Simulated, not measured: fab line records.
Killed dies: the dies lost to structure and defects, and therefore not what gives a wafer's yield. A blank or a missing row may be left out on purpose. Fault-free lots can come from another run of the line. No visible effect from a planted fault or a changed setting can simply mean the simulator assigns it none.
Chamber matching ; flow berkeleyCmos170 ; 3 sister chambers for UCB170_SPACER_CVD_00 on pecvd-03
The step deposits SiO2 from TEOS/O2, target thk 376 nm, time 47 s. 3 wafers are shown with their chamber, then 7 later ones without.

WAFERS, EACH WITH ITS CHAMBER
wafer;chamber;heaterPowerW (W)
L418.6;2;318
L428.1;1;232
L428.2;0;278

WAFERS WITHOUT THEIR CHAMBER
wafer;heaterPowerW (W)
L428.6;286
L429.2;197
L429.3;219
L429.6;259
L432.1;246
L432.2;245
L432.5;221

WHICH CHAMBER EACH ONE RAN IN
wafer;from the rows above;in truth
L428.6;can't be placed: 0 or 2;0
L429.2;1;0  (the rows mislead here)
L429.3;1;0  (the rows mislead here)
L429.6;can't be placed: 0 or 1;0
L432.1;can't be placed: 1 or 0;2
L432.2;can't be placed: 1 or 0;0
L432.5;1;1
Placed correctly: 1 of 7. From these rows, 4 cannot be placed; in 3 the true chamber is one of the candidates. Placed wrongly: 2.
How it was worked out, from the rows above alone: a wafer's distance from a chamber is the root of the sum, over the readings, of the square of ((its reading less the chamber's mean) divided by the reading's scatter). If the next closest chamber is less than 2 further off than the closest, the wafer can't be placed; otherwise it belongs to the closest. Each chamber's mean is taken over the wafers shown for it. The scatter: root of mean squared gap, hidden wafer to nearest shown wafer, with one shown wafer a chamber.
